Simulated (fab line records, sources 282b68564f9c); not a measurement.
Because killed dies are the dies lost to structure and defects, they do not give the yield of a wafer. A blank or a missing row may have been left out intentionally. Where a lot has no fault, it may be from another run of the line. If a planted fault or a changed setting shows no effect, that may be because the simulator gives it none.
Which tool is to blame? || flow rit cmos || 14 lots with 42 wafers sampled at 3 steps, on a route of 202 steps

== WHAT THE GAUGES SHOWED, per wafer ==
RIT_SILICIDE_RS_MEAS_02: the measuring method here is four-point-probe.
{"lot": "L283", "measured": "day 3 04:26", "on": "film metro-01", "SILICIDE_TI_RS (ohm/sq)": "47.7 47.2 47.2"}
{"lot": "L284", "measured": "day 3 14:09", "on": "film metro-04", "SILICIDE_TI_RS (ohm/sq)": "48.4 48.0 48.2"}
{"lot": "L285", "measured": "day 3 16:41", "on": "film metro-01", "SILICIDE_TI_RS (ohm/sq)": "48.5 48.1 47.5"}
{"lot": "L286", "measured": "day 3 20:17", "on": "film metro-04", "SILICIDE_TI_RS (ohm/sq)": "48.0 48.8 47.5"}
{"lot": "L288", "measured": "day 4 12:58", "on": "film metro-04", "SILICIDE_TI_RS (ohm/sq)": "47.7 48.0 48.3"}
{"lot": "L290", "measured": "day 4 18:07", "on": "film metro-04", "SILICIDE_TI_RS (ohm/sq)": "49.1 49.7 49.2"}
{"lot": "L292", "measured": "day 5 05:46", "on": "film metro-04", "SILICIDE_TI_RS (ohm/sq)": "44.4 43.8 43.8"}
{"lot": "L294", "measured": "day 5 16:32", "on": "film metro-04", "SILICIDE_TI_RS (ohm/sq)": "43.2 43.1 43.3"}
{"lot": "L295", "measured": "day 6 01:52", "on": "film metro-01", "SILICIDE_TI_RS (ohm/sq)": "47.8 48.8 47.8"}
{"lot": "L297", "measured": "day 6 09:56", "on": "film metro-03", "SILICIDE_TI_RS (ohm/sq)": "48.9 47.2 49.7"}
{"lot": "L299", "measured": "day 7 14:26", "on": "film metro-03", "SILICIDE_TI_RS (ohm/sq)": "46.9 48.7 47.1"}
{"lot": "L303", "measured": "day 8 05:17", "on": "film metro-04", "SILICIDE_TI_RS (ohm/sq)": "48.3 49.0 47.9"}
{"lot": "L306", "measured": "day 8 18:23", "on": "film metro-01", "SILICIDE_TI_RS (ohm/sq)": "46.8 46.1 47.5"}
{"lot": "L305", "measured": "day 8 19:37", "on": "film metro-01", "SILICIDE_TI_RS (ohm/sq)": "49.5 47.8 47.9"}

RIT_SILICIDE_THK_MEAS_03: measures by xrf.
{"lot": "L283", "measured": "day 3 04:33", "on": "film metro-01", "SILICIDE_TI_THK (nm)": "30.5 30.8 30.8"}
{"lot": "L284", "measured": "day 3 14:15", "on": "film metro-04", "SILICIDE_TI_THK (nm)": "29.8 29.8 29.9"}
{"lot": "L285", "measured": "day 3 16:49", "on": "film metro-01", "SILICIDE_TI_THK (nm)": "30.1 30.4 30.6"}
{"lot": "L286", "measured": "day 3 20:23", "on": "film metro-04", "SILICIDE_TI_THK (nm)": "30.0 29.5 30.3"}
{"lot": "L288", "measured": "day 4 13:05", "on": "film metro-04", "SILICIDE_TI_THK (nm)": "30.2 30.0 29.9"}
{"lot": "L290", "measured": "day 4 18:14", "on": "film metro-04", "SILICIDE_TI_THK (nm)": "29.6 29.2 29.4"}
{"lot": "L292", "measured": "day 5 05:53", "on": "film metro-04", "SILICIDE_TI_THK (nm)": "31.8 32.3 32.4"}
{"lot": "L294", "measured": "day 5 16:38", "on": "film metro-04", "SILICIDE_TI_THK (nm)": "32.6 32.8 32.6"}
{"lot": "L295", "measured": "day 6 01:59", "on": "film metro-01", "SILICIDE_TI_THK (nm)": "30.2 29.8 30.4"}
{"lot": "L297", "measured": "day 6 10:04", "on": "film metro-03", "SILICIDE_TI_THK (nm)": "29.6 30.4 29.4"}
{"lot": "L299", "measured": "day 7 14:34", "on": "film metro-03", "SILICIDE_TI_THK (nm)": "30.6 29.7 30.4"}
{"lot": "L303", "measured": "day 8 05:24", "on": "film metro-04", "SILICIDE_TI_THK (nm)": "29.9 29.5 30.1"}
{"lot": "L306", "measured": "day 8 18:30", "on": "film metro-01", "SILICIDE_TI_THK (nm)": "30.9 31.4 30.8"}
{"lot": "L305", "measured": "day 8 19:44", "on": "film metro-01", "SILICIDE_TI_THK (nm)": "29.8 30.5 30.4"}

== EACH LOT AND THE TOOL THAT RAN IT (in order: tool; ch and the chambers of the sampled wafers; start) ==
{"lot": "L283", "RIT_SILICIDE_SPUTTER_01": "pvd sputter-01, day 3 04:17"}
{"lot": "L284", "RIT_SILICIDE_SPUTTER_01": "pvd sputter-04, day 3 13:58"}
{"lot": "L285", "RIT_SILICIDE_SPUTTER_01": "pvd sputter-01, day 3 16:32"}
{"lot": "L286", "RIT_SILICIDE_SPUTTER_01": "pvd sputter-04, day 3 20:07"}
{"lot": "L288", "RIT_SILICIDE_SPUTTER_01": "pvd sputter-01, day 4 12:49"}
{"lot": "L290", "RIT_SILICIDE_SPUTTER_01": "pvd sputter-01, day 4 17:58"}
{"lot": "L292", "RIT_SILICIDE_SPUTTER_01": "pvd sputter-01, day 5 05:37"}
{"lot": "L294", "RIT_SILICIDE_SPUTTER_01": "pvd sputter-01, day 5 16:22"}
{"lot": "L295", "RIT_SILICIDE_SPUTTER_01": "pvd sputter-03, day 6 01:43"}
{"lot": "L297", "RIT_SILICIDE_SPUTTER_01": "pvd sputter-04, day 6 09:47"}
{"lot": "L299", "RIT_SILICIDE_SPUTTER_01": "pvd sputter-03, day 7 14:17"}
{"lot": "L303", "RIT_SILICIDE_SPUTTER_01": "pvd sputter-04, day 8 05:07"}
{"lot": "L306", "RIT_SILICIDE_SPUTTER_01": "pvd sputter-03, day 8 18:13"}
{"lot": "L305", "RIT_SILICIDE_SPUTTER_01": "pvd sputter-01, day 8 19:28"}
- RIT_SILICIDE_SPUTTER_01: material Ti, target thk 30 nm, time 240 s.

== AS READ BY THE TOOLS THEMSELVES (means over the sampled wafers that have a number; for cases with no such wafer, the mark the record gives instead) ==
RIT_SILICIDE_SPUTTER_01.
{"lot": "L283", "tool": "pvd sputter-01", "throttle valve pct (%)": 29.0}
{"lot": "L284", "tool": "pvd sputter-04", "throttle valve pct (%)": 30.2}
{"lot": "L285", "tool": "pvd sputter-01", "throttle valve pct (%)": 29.4}
{"lot": "L286", "tool": "pvd sputter-04", "throttle valve pct (%)": 29.5}
{"lot": "L288", "tool": "pvd sputter-01", "throttle valve pct (%)": 28.6}
{"lot": "L290", "tool": "pvd sputter-01", "throttle valve pct (%)": 28.9}
{"lot": "L292", "tool": "pvd sputter-01", "throttle valve pct (%)": 29.2}
{"lot": "L294", "tool": "pvd sputter-01", "throttle valve pct (%)": 29.8}
{"lot": "L295", "tool": "pvd sputter-03", "throttle valve pct (%)": 29.9}
{"lot": "L297", "tool": "pvd sputter-04", "throttle valve pct (%)": 29.5}
{"lot": "L299", "tool": "pvd sputter-03", "throttle valve pct (%)": 31.0}
{"lot": "L303", "tool": "pvd sputter-04", "throttle valve pct (%)": 29.5}
{"lot": "L306", "tool": "pvd sputter-03", "throttle valve pct (%)": 29.5}
{"lot": "L305", "tool": "pvd sputter-01", "throttle valve pct (%)": 29.5}

== THE ANSWER, worked out from the rows above alone ==
Rule: usual is defined by the lots themselves. The widest of any qualifying gaps counts: lots, ordered by their means at a reading, are off when they make up no more than a third of the lots, leave a main group of 4 or more, and stand apart from it by 3 or more times the standard deviation of that group's means. A main group is skipped when, at the precision printed for the reading in the tables above, its means are all equal. A lot without any number at a reading at which 4 lots or more have one is off too. The other lots that the step has rows for count as sound. First the gauges in route order, then the tools' own readings, where a lot's mean is used as printed above. At the first step where some lot is off, the reading lying furthest off is the one used; lots without a number count as furthest.
Off: L292, L294, seen at RIT_SILICIDE_RS_MEAS_02 (SILICIDE_TI_RS). The main group: mean 48.1 ohm/sq, standard deviation 0.61.
If a tool, at a process step before that reading, ran all the lots that are off and no sound lot after the first of them, it fits. The gauges at RIT_SILICIDE_RS_MEAS_02 are tried like those tools. None of those tried fits.

== WHAT THE SIMULATOR PUT IN ==
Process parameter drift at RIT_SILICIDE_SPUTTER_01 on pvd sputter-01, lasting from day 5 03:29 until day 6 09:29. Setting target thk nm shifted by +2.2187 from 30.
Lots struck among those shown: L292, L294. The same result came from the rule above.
